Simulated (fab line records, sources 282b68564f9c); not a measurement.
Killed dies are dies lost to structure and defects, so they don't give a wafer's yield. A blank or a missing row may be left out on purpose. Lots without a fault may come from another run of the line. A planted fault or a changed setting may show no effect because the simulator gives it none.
Split-lot experiment | flow rit_cmos | 5 lots, 23 wafers read, on a route of 202 steps

THE SPLIT
At RIT_NSD_SOFTBAKE_02 (time 60 s), the setting temp_c was moved away from the recipe's 90 C on 12 of the 23 wafers read, by -3.9% to +3.9%. The other wafers ran this setting at the recipe's value.

FROM THE SPLIT TO THE READING: what the file shows between them, 2 steps
- RIT_NSD_EXPOSE_03: exposes mask M9, target cd 40700 nm
- RIT_NSD_PEB_04

THE READING
NOVOLAK_of_NSD_COAT_01.thk_nm (the simulator's own value, which no gauge read), in nm, at RIT_NSD_DEVELOP_05 (develop time 50 s). The file gives no usual value for it. The 11 wafers here that ran the recipe average 1000.0 nm, standard deviation 3.1 nm.

wafer  | tool, chamber at the split | temp_c as run, C | against the recipe | NOVOLAK_of_NSD_COAT_01.thk_nm, nm | against lot-mates on the recipe
L075.1 | litho_track-02, 0          | 90               | recipe             | 998.1                             | -
L075.4 | litho_track-02, 0          | 90               | recipe             | 996.4                             | -
L075.6 | litho_track-02, 0          | 90               | recipe             | 997                               | -
L080.1 | litho_track-03, 0          | 90               | recipe             | 1005                              | -
L080.2 | litho_track-03, 0          | 93.5             | +3.9%              | 993.9                             | -10.1
L080.3 | litho_track-03, 0          | 93.5             | +3.9%              | 992.9                             | -11.1
L080.4 | litho_track-03, 0          | 93.5             | +3.9%              | 991.7                             | -12.3
L080.5 | litho_track-03, 0          | 90               | recipe             | 1003                              | -
L083.1 | litho_track-03, 0          | 86.48            | -3.9%              | 1012                              | +8.0
L083.2 | litho_track-03, 0          | 90               | recipe             | 1004                              | -
L083.4 | litho_track-03, 0          | 90               | recipe             | 1004                              | -
L083.3 | litho_track-03, 0          | 86.48            | -3.9%              | 1015                              | +11.0
L083.5 | litho_track-03, 0          | 86.48            | -3.9%              | 1014                              | +10.0
L084.1 | litho_track-02, 0          | 90               | recipe             | 997.1                             | -
L084.2 | litho_track-02, 0          | 89.05            | -1.1%              | 997.7                             | +0.1
L084.3 | litho_track-02, 0          | 89.05            | -1.1%              | 999.9                             | +2.3
L084.4 | litho_track-02, 0          | 89.05            | -1.1%              | 1002                              | +4.4
L084.5 | litho_track-02, 0          | 90               | recipe             | 998.1                             | -
L085.1 | litho_track-03, 0          | 87.06            | -3.3%              | 1009                              | +10.4
L085.2 | litho_track-03, 0          | 90               | recipe             | 998.6                             | -
L085.3 | litho_track-03, 0          | 90               | recipe             | 998.6                             | -
L085.4 | litho_track-03, 0          | 87.06            | -3.3%              | 1006                              | +7.4
L085.6 | litho_track-03, 0          | 87.06            | -3.3%              | 1007                              | +8.4

THE FIT
A straight line over all 23 wafers: NOVOLAK_of_NSD_COAT_01.thk_nm changes by -2.45 nm for each +1% of temp_c; r = -0.88; the points scatter about the line by 3.2 nm.
The same after taking each lot's own level away (the mean of its wafers on the recipe; 23 wafers): -2.69 nm for each +1%; r = -0.98; scatter 1.2 nm.
On that fit, the largest move of temp_c shifts the reading by 11 nm.
The lots' own levels span 997.17 to 1004.00 nm, that is 2.2 times the standard deviation above.
So the lot-to-lot level changes the slope little: the two slopes agree.
Check: with one of the wafers moved furthest among these (-3.9%) left out of the fit, the line predicts +10.6 nm for it against its lot-mates. It came out at +8 nm against them.

THE FILE'S OWN FIT
NOVOLAK_of_NSD_COAT_01.thk_nm changes by -2.69 nm for each +1% of temp_c, r = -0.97.
